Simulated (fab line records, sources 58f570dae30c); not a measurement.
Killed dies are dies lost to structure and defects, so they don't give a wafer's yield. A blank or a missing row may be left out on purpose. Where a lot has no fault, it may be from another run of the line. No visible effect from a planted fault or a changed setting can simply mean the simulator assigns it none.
A struck lot beside a sound one :: flow berkeley-cmos170 :: 31 steps out of a route of 331
Sound: these wafers, L687.2, L687.4, L687.6. Wafers struck: L696.2, L696.4, L696.5. Last of all comes the cause.
Order at every step that has rows: each side's tool, ch and its chambers, its first start. Under that, the readings that differ: sound wafers :: struck wafers :: difference of the means :: sigmas: that difference in standard deviations of wafers without a fault.
alike: readings whose means differ by less than 2 such deviations, and words and numbers that are the same on both sides. not compared: withheld readings, readings that some wafer has no value for, bounds like >300 that may hide the same value, and numbers for which the record gives no deviation and whose values overlap.
The two part at a step that has a row with sigmas, a row that says differs or no value, or rows on one side only. Non-overlapping numbers with no deviation appear without sigmas and do not part them. Lack of a reading on every wafer of one side parts them only where that side has two or more wafers.

first, 6 steps without rows for these wafers: UCB170_V2_HMDS_06 (prime time 60 s); UCB170_V2_COAT_07 (resist thk 900 nm); UCB170_V2_SOFTBAKE_08 (time 60 s); UCB170_V2_EXPOSE_09 (exposes mask VIA2, target cd 700 nm); UCB170_V2_PEB_10; UCB170_V2_DEVELOP_11 (develop time 45 s).
UCB170_V2_CD_MEAS_12 targets a cd of 700 nm.
  sound on cd-sem-02 at day 8 11:31; struck on cd-sem-02 at day 10 16:57
  alike: cd-nm
UCB170_V2_OVL_MEAS_13:
  sound on overlay-02 at day 8 11:38; struck on overlay-02 at day 10 17:03
  alike: V2_OVL
UCB170_V2_ETCH_14: etches SiO2 in CHF3/CF4/Ar, stops on Al, target depth 1250 nm, time 291 s.
  sound on rie-diel-04 ch 1,3, day 8 11:40; struck on rie-diel-03 ch 2,3, day 10 17:05
  alike: drypump-motor-current-A, oes-product-au, throttle-valve-pct
  not compared: rf-hours-counter-h
UCB170_V2_STRIP_15: strips in O2.
  sound on plasma-asher-01 ch 0,1, day 8 11:50; struck on plasma-asher-01 ch 0,1, day 10 17:16
  alike: drypump-motor-current-A, oes-product-au, strip-time-to-endpoint-s
  not compared: rf-hours-counter-h
UCB170_V2_CD_MEAS_90 targets a cd of 700 nm.
  sound on cd-sem-01 at day 8 11:58; struck on cd-sem-02 at day 10 17:23
  alike: cd-nm
then, 1 step without rows for these wafers: UCB170_M3_PRE_CLEAN_00 (preclean etch time 60 s).
UCB170_M3_SPUTTER_01: material Al, target thk 900 nm, time 120 s.
  sound on pvd-sputter-01 at day 8 12:07; struck on pvd-sputter-01 at day 10 17:48
  alike: throttle-valve-pct
UCB170_M3_RS_MEAS_02: measurement is done with a four-point probe.
  sound on film-metro-01 at day 8 12:14; struck on film-metro-03 at day 10 17:54
reading: M3_AL_RS (ohm/sq)
sound: 0.0322 0.0321 0.0320
struck: 0.0161 0.0161 0.0161
difference: -0.0160
sigmas: -44
UCB170_M3_THK_MEAS_03: measures by xrf.
  sound on film-metro-01 at day 8 12:20; struck on film-metro-03 at day 10 18:01
reading: M3_AL_THK (nm)
sound: 898 904 908
struck: 1781 1772 1788
difference: +877
sigmas: +80
then, 3 steps without rows for these wafers: UCB170_M3_HMDS_04 (prime time 60 s); UCB170_M3_COAT_05 (resist thk 900 nm); UCB170_M3_SOFTBAKE_06 (time 60 s).
UCB170_M3_STRIP_07: strips in O2.
  sound on plasma-asher-01 ch 0,1, day 8 12:59; struck on plasma-asher-01 ch 0,1, day 10 18:34
  alike: drypump-motor-current-A, oes-product-au, strip-time-to-endpoint-s
  not compared: rf-hours-counter-h
then, 7 steps without rows for these wafers: UCB170_M3_STRIP_08 (strips KrF in DMSO, time 600 s); UCB170_M3_COAT_09; UCB170_M3_COAT_10 (resist thk 900 nm); UCB170_M3_SOFTBAKE_11 (time 60 s); UCB170_M3_EXPOSE_12 (exposes mask METAL3, target cd 700 nm); UCB170_M3_PEB_13; UCB170_M3_DEVELOP_14 (develop time 45 s).
UCB170_M3_CD_MEAS_15 targets a cd of 700 nm.
  sound on cd-sem-01 at day 8 14:34; struck on cd-sem-02 at day 10 22:55
  alike: cd-nm
UCB170_M3_OVL_MEAS_16:
  sound on overlay-02 at day 8 14:40; struck on overlay-01 at day 10 23:01
  alike: M3_OVL
UCB170_M3_ETCH_17: etches BARC in N2/H2.
  sound on rie-diel-03 ch 0,1, day 8 14:41; struck on rie-diel-03 ch 0,3, day 10 23:03
  alike: drypump-motor-current-A, h2-flow-sccm, oes-product-au, throttle-valve-pct
UCB170_M3_METAL_ETCH_18: etches Al in Cl2/BCl3, stops on SiO2, target depth 1170 nm, time 198.8 s.
  sound on rie-metal-02 ch 0, day 8 14:44; struck on rie-metal-03 ch 1, day 10 23:05
reading: oes-product-au (a.u.)
sound: 0.838 0.834 0.846
struck: 0.978 0.986 0.975
difference: +0.140
sigmas: +9

reading: model.etch.depth-nm (nm)
sound: 900.7 901.7 904.6
struck: 1197 1192 1187
difference: +290
sigmas: 

reading: model.M3.feature-depth-nm (nm)
sound: 958 959 962
struck: 1197 1192 1187
difference: +232
sigmas: 
  alike: drypump-motor-current-A, throttle-valve-pct
  not compared: rf-hours-counter-h
UCB170_M3_STRIP_19: strips in O2.
  sound on plasma-asher-03 ch 0,1, day 8 14:59; struck on plasma-asher-01 ch 1, day 10 23:16
  alike: drypump-motor-current-A, oes-product-au
  not compared: rf-hours-counter-h

## WHERE THEY PART
First at UCB170_M3_RS_MEAS_02; last, within this record, at UCB170_M3_METAL_ETCH_18. Later steps at which nothing parts them and some readings are alike: UCB170_M3_STRIP_19.

WHY: the cause the simulator had injected
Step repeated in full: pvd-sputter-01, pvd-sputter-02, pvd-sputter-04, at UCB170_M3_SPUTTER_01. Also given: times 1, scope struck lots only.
